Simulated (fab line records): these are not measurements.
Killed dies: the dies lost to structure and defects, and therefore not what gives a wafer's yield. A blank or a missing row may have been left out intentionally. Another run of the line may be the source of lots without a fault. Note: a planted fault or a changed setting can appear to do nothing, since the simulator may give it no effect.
Which of the tools did it? || flow rit cmos || 21 wafers from 7 lots sampled at 2 of the route's 202 steps

## WHAT THE GAUGES READ, wafer by wafer
RIT_FOX2_THK_MEAS_01.
{"lot": "L536", "measured": "day 1 23:29", "on": "film metro-04", "FOX2_OXIDE_THK (nm)": "351 346 350"}
{"lot": "L538", "measured": "day 2 10:04", "on": "film metro-04", "FOX2_OXIDE_THK (nm)": "356 357 363"}
{"lot": "L544", "measured": "day 3 15:31", "on": "film metro-04", "FOX2_OXIDE_THK (nm)": "356 357 358"}
{"lot": "L547", "measured": "day 4 06:29", "on": "film metro-01", "FOX2_OXIDE_THK (nm)": "400 397 398"}
{"lot": "L550", "measured": "day 4 23:34", "on": "film metro-01", "FOX2_OXIDE_THK (nm)": "352 347 348"}
{"lot": "L554", "measured": "day 5 17:43", "on": "film metro-04", "FOX2_OXIDE_THK (nm)": "349 350 348"}
{"lot": "L556", "measured": "day 6 04:13", "on": "film metro-01", "FOX2_OXIDE_THK (nm)": "351 362 356"}

## EACH LOT AND THE TOOL THAT RAN IT (in order: tool; ch and the chambers of the sampled wafers; start)
{"lot": "L536", "RIT_FOX2_OXIDATION_00": "furnace-03 ch 0, day 1 22:11"}
{"lot": "L538", "RIT_FOX2_OXIDATION_00": "furnace-02 ch 0, day 2 08:44"}
{"lot": "L544", "RIT_FOX2_OXIDATION_00": "furnace-02 ch 0, day 3 14:11"}
{"lot": "L547", "RIT_FOX2_OXIDATION_00": "furnace-03 ch 0, day 4 05:10"}
{"lot": "L550", "RIT_FOX2_OXIDATION_00": "furnace-04 ch 0, day 4 22:16"}
{"lot": "L554", "RIT_FOX2_OXIDATION_00": "furnace-02 ch 0, day 5 16:24"}
{"lot": "L556", "RIT_FOX2_OXIDATION_00": "furnace-04 ch 0, day 6 02:52"}
- RIT_FOX2_OXIDATION_00: target thk 350.7 nm, ox time 1130 s.

## THE ANSWER, worked out from the rows above alone
Rule: what is usual is taken from the lots themselves. The widest of any qualifying gaps counts: lots, ordered by their means at a reading, are off when they make up no more than a third of the lots, leave a main group of 4 or more, and stand apart from it by 3 or more times the standard deviation of that group's means. A main group whose means are all the same, to the digits that the tables above print for the reading, isn't used. Also off: a lot with no number at a reading for which 4 or more lots have one. Any other lot the step has rows for is counted as sound.
Off: L547, seen at RIT_FOX2_THK_MEAS_01 (FOX2_OXIDE_THK). Main group: mean 353 nm, sd 4.2.
If a tool, at a process step before that reading, ran all the lots that are off and no sound lot after the first of them, it fits. Gauges at RIT_FOX2_THK_MEAS_01: tried the same way as those tools. One fits: furnace-03 at RIT_FOX2_OXIDATION_00. A fault onset in the window from L536 (day 1 22:11, its last sound lot) to L547 (day 4 05:10, its first lot off) fits.

## WHAT THE SIMULATOR PUT IN
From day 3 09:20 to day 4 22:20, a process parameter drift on furnace-03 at RIT_FOX2_OXIDATION_00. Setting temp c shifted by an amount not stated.
Lots struck among those shown: L547. The rule given above showed the same thing.
